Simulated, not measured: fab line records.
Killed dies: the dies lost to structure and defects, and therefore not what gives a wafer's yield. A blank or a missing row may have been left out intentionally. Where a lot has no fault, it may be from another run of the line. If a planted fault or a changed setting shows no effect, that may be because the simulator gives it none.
A struck lot beside a sound one    flow rit-cmos    44 out of 202 route steps
Sound: these wafers, L193.1, L193.2, L193.3. Wafers L203.2, L203.3, L203.5 were the ones struck. At the end, the cause is stated.
Each step with rows lists, per side, the tool, then ch with its chambers, then its first start. Under that, the readings that differ: sound wafers    struck wafers    difference of the means    sigmas: that difference in standard deviations of wafers without a fault.
alike: same words and numbers on both sides, and readings whose means sit less than 2 such deviations apart. not compared: any withheld reading, any reading some wafer has no value for, any bound like >300 that may hide the same value, and any number with overlapping values for which the record gives no deviation.
Wherever a step has rows on one side only, a row that says differs or no value, or a row with sigmas, the two part there. When numbers do not overlap yet have no deviation, they are printed without sigmas and do not part them. A reading missing from all wafers of one side parts the sides only when that side holds two or more wafers.

first, 3 steps without rows for these wafers: RIT_REOX_CLEAN_01 (cleans in dHF, time 30 s); RIT_REOX_CLEAN_02 (cleans in SC2, time 600 s); RIT_REOX_OXIDATION_03 (target thk 25.2 nm, ox time 5580 s).
RIT_REOX_THK_MEAS_04:
  sound: film-metro-03 at day 3 11:37; struck: film-metro-04 at day 5 14:21
  alike: REOX_OXIDE_THK
then, 6 steps without rows for these wafers: RIT_NLDD_HMDS_00 (prime time 60 s); RIT_NLDD_COAT_01 (resist thk 1000 nm); RIT_NLDD_SOFTBAKE_02 (time 60 s); RIT_NLDD_EXPOSE_03 (exposes mask M7, target cd 40700 nm); RIT_NLDD_PEB_04; RIT_NLDD_DEVELOP_05 (develop time 50 s).
RIT_NLDD_OVL_MEAS_06:
  sound: overlay-01 at day 3 12:44; struck: overlay-01 at day 5 15:32
  alike: NLDD_OVL
then, 1 step without rows for these wafers: RIT_NLDD_HARDBAKE_07 (time 60 s).
RIT_NLDD_IMPLANT_08:
  sound on implanter-04 ch 0, day 3 12:56; struck on implanter-04 ch 0, day 5 15:44
  alike: end-station-pressure-torr
RIT_NLDD_STRIP_09: strips in O2, time 180 s.
  sound on plasma-asher-04 ch 0,1, day 3 13:05; struck on plasma-asher-04 ch 0,1, day 5 15:52
  alike: drypump-motor-current-A
  not compared: rf-hours-counter-h
RIT_NLDD_TW_MEAS_10:
  sound: film-metro-04 at day 3 13:15; struck: film-metro-03 at day 5 16:03
  alike: NLDD_TW
then, 6 steps without rows for these wafers: RIT_PLDD_HMDS_00 (prime time 60 s); RIT_PLDD_COAT_01 (resist thk 1000 nm); RIT_PLDD_SOFTBAKE_02 (time 60 s); RIT_PLDD_EXPOSE_03 (exposes mask M8, target cd 40900 nm); RIT_PLDD_PEB_04; RIT_PLDD_DEVELOP_05 (develop time 50 s).
RIT_PLDD_OVL_MEAS_06:
  sound: overlay-01 at day 3 14:11; struck: overlay-02 at day 5 16:58
  alike: PLDD_OVL
then, 2 steps without rows for these wafers: RIT_PLDD_HARDBAKE_07 (time 60 s); RIT_PLDD_IMPLANT_08.
RIT_PLDD_STRIP_09: strips in O2, time 180 s.
  sound on plasma-asher-03 ch 0,1, day 3 14:31; struck on plasma-asher-03 ch 0,1, day 5 17:17
  alike: drypump-motor-current-A
  not compared: rf-hours-counter-h
RIT_PLDD_TW_MEAS_10:
  sound: film-metro-02 at day 3 14:41; struck: film-metro-02 at day 5 17:28
  alike: PLDD_TW
then, 4 steps without rows for these wafers: RIT_SPACER_CLEAN_00 (cleans in SC1, time 600 s); RIT_SPACER_CLEAN_01 (cleans in dHF, time 30 s); RIT_SPACER_CLEAN_02 (cleans in SC2, time 600 s); RIT_SPACER_CVD_03 (deposits Si3N4 from SiH2Cl2/NH3, target thk 250 nm, time 3300 s).
RIT_SPACER_THK_MEAS_04:
  sound: film-metro-01 at day 3 17:02; struck: film-metro-02 at day 5 19:51
  alike: SPACER_NITRIDE_THK
RIT_SPACER_ETCHBACK_05: etches Si3N4 in SF6/CHF3, stops on SiO2, target depth 250 nm, time 240 s.
  sound on rie-diel-03 ch 1,2,3, day 3 17:05; struck on rie-diel-04 ch 0,3, day 5 19:54
  alike: drypump-motor-current-A, oes-product-au, throttle-valve-pct
  not compared: rf-hours-counter-h
then, 6 steps without rows for these wafers: RIT_NSD_HMDS_00 (prime time 60 s); RIT_NSD_COAT_01 (resist thk 1000 nm); RIT_NSD_SOFTBAKE_02 (time 60 s); RIT_NSD_EXPOSE_03 (exposes mask M9, target cd 40700 nm); RIT_NSD_PEB_04; RIT_NSD_DEVELOP_05 (develop time 50 s).
RIT_NSD_OVL_MEAS_06:
  sound: overlay-01 at day 3 18:06; struck: overlay-02 at day 5 20:58
  alike: NSD_OVL
then, 2 steps without rows for these wafers: RIT_NSD_HARDBAKE_07 (time 60 s); RIT_NSD_IMPLANT_08.
RIT_NSD_STRIP_09: strips in O2, time 180 s.
  sound on plasma-asher-04 ch 0,1, day 3 18:26; struck on plasma-asher-03 ch 0, day 5 21:17
  alike: drypump-motor-current-A
  not compared: rf-hours-counter-h
RIT_SDANNEAL_RS_MEAS_07: the measuring method here is four-point-probe.
  sound: film-metro-04 at day 3 21:01; struck: film-metro-02 at day 5 23:46
reading           sound              struck  difference                     sigmas
NLDD_RS (ohm/sq)  155.1 155.3 155.3  - - -   no value on the struck wafers  
RIT_M1_PROBE_99:
  sound: prober-01 at day 4 04:02; struck: prober-01 at day 6 06:46
reading                                     sound                 struck                difference  sigmas
model.etest.nmos-turned.drive-ua-um         317.9 317.1 314       430.6 417 471.2       +123.3      
model.etest.nmos_0p15.swing-mv-dec          86.16 85.83 85.63     87.11 86.89 86.81     +1.06       
model.etest.nmos_0p15.off-log10-a-um        -10.07 -10.22 -10.29  -9.886 -9.913 -9.661  +0.373      
model.etest.retro-edge-nmos.off-log10-a-um  -9.927 -10.12 -10.25  -9.651 -9.834 -9.681  +0.377      
model.etest.nmos-turned.isub-log10-a-um     -7.227 -7.198 -7.24   -7.103 -7.049 -7.052  +0.154      
  alike: killed_at_M0_to_M3, killed-at-contacts, killed-at-front-end, killed-dies, killed-open, killed-short
  not compared: model.etest.nmos_0p15.drive-ua-um, model.etest.ring.quiet-log10-a, model.etest.nmos_0p15.isub-log10-a-um

== WHERE THEY PART ==
At RIT_SDANNEAL_RS_MEAS_07 and nowhere else, as far as this record goes. Later steps at which nothing parts them and some readings are alike: RIT_M1_PROBE_99.

WHY: the cause the simulator had injected
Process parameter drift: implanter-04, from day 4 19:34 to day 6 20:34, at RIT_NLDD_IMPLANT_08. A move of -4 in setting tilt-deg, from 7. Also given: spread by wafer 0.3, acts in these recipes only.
